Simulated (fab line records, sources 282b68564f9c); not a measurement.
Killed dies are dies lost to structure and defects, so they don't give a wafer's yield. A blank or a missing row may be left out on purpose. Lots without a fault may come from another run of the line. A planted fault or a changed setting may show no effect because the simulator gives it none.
Which tool did it? | flow rit_cmos | 14 lots, 42 wafers sampled, at 2 steps of a route of 202

WHAT THE GAUGES READ, wafer by wafer
The record holds no reading of a measuring or inspecting step that can be judged against a usual standard deviation.

WHICH TOOL RAN EACH LOT (tool, then ch and the chambers of the sampled wafers, then the start)
lot  | RIT_GATE_ETCH_19                | RIT_M1_PROBE_99
L400 | rie_si-02 ch 0,2,3, day 3 01:46 | -
L401 | rie_si-01 ch 0,1, day 3 03:21   | -
L402 | rie_si-02 ch 0,1,2, day 3 10:51 | -
L406 | rie_si-02 ch 0,1,2, day 4 12:37 | -
L407 | rie_si-02 ch 0,3, day 4 15:10   | -
L408 | rie_si-01 ch 0,1, day 4 20:48   | -
L409 | rie_si-02 ch 0,1,2, day 5 01:15 | -
L410 | rie_si-01 ch 1,3, day 5 03:48   | -
L411 | rie_si-02 ch 0,1,3, day 5 06:13 | prober-01, day 6 07:43
L415 | rie_si-02 ch 0,2,3, day 6 03:27 | -
L419 | rie_si-02 ch 2,3, day 7 04:24   | prober-02, day 8 03:31
L420 | rie_si-01 ch 0,1,2, day 7 13:55 | -
L421 | rie_si-02 ch 0,1, day 7 19:14   | -
L422 | rie_si-01 ch 0,2,3, day 8 06:00 | -
- RIT_GATE_ETCH_19: etches poly-Si in SF6/CHF3/O2, stops on SiO2, time 165 s, target depth 312.5 nm.
- RIT_M1_PROBE_99

WHAT THE TOOLS THEMSELVES READ (means of the sampled wafers that have a number; where no wafer has one, the mark that the record gives instead)
RIT_GATE_ETCH_19.
lot  | tool      | drypump_motor_current_A (A) | oes_product_au (a.u.) | run_length_s (s) | throttle_valve_pct (%)
L400 | rie_si-02 | 5.5                         | 0.850                 | 193.4            | 10.19
L401 | rie_si-01 | 5.9                         | 0.836                 | 193.3            | 10.30
L402 | rie_si-02 | 5.9                         | 0.852                 | 193.9            | 10.17
L406 | rie_si-02 | 5.9                         | 0.860                 | 193.6            | 10.16
L407 | rie_si-02 | 5.1                         | 0.844                 | 193.5            | 10.20
L408 | rie_si-01 | 6.1                         | 0.838                 | 193.3            | 10.38
L409 | rie_si-02 | 5.9                         | 0.850                 | 193.5            | 10.16
L410 | rie_si-01 | 5.6                         | 0.844                 | 192.9            | 10.20
L411 | rie_si-02 | 5.6                         | 0.847                 | 193.5            | 10.18
L415 | rie_si-02 | 5.5                         | 0.855                 | 193.7            | 10.18
L419 | rie_si-02 | 5.4                         | 1.018                 | 152.1            | 10.19
L420 | rie_si-01 | 5.9                         | 0.855                 | 193.4            | 10.26
L421 | rie_si-02 | 6.0                         | 1.021                 | 152.7            | 10.17
L422 | rie_si-01 | 5.8                         | 0.836                 | 193.1            | 10.24

RIT_M1_PROBE_99.
lot  | tool      | killed_at_M0_to_M3 | killed_at_contacts | killed_at_front_end | killed_dies | killed_on_rim | killed_open | killed_short
L411 | prober-01 | 0.0                | 0.0                | 7                   | 7           | 2.7           | 2.7         | 4.0
L419 | prober-02 | 0.0                | 0.0                | 253                 | 253         | 70.0          | 3.7         | 4.0

THE ANSWER, worked out from the rows above alone
Rule: what is usual is taken from the lots themselves. Put in order of their means at a reading, lots are off if they are a third of the lots or fewer, leave a main group of 4 or more, and stand apart from it by a gap of 3 or more times the standard deviation of the main group's means; of several such gaps the widest counts. A main group whose means are all the same, to the digits that the tables above print for the reading, isn't used. A lot without any number at a reading at which 4 lots or more have one is off too. The other lots that the step has rows for count as sound. The gauges are gone through in route order, then the tools' own readings, and for those a lot's mean is taken as printed above. The first step at which some lot is off is used, and at that step the reading that is off furthest; a lot without a number counts as furthest.
Off: L419, L421, at RIT_GATE_ETCH_19 (run_length_s). The main group: mean 193.4 s, standard deviation 0.25.
A tool fits if, at that step or a process step before it, it ran every lot that is off, and no sound lot after the first of them. One fits: rie_si-02 at RIT_GATE_ETCH_19. Its last sound lot is L415 (day 6 03:27), its first lot that is off L419 (day 7 04:24): a fault that began between those two fits.
The tool's own readings at RIT_GATE_ETCH_19 bear it out: on the lots that are off they differ by more than 5 times the standard deviation of the sound lots' means. oes_product_au reads 1.019 a.u. there against 0.847 a.u. on the sound lots; run_length_s reads 152.4 s there against 193.4 s on the sound lots.

WHAT THE SIMULATOR HAD PUT IN
Process parameter drift: rie_si-02, from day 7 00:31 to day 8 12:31, at RIT_GATE_ETCH_19. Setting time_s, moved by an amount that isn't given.
Lots struck among those shown: L419, L421. The rule above found the same.
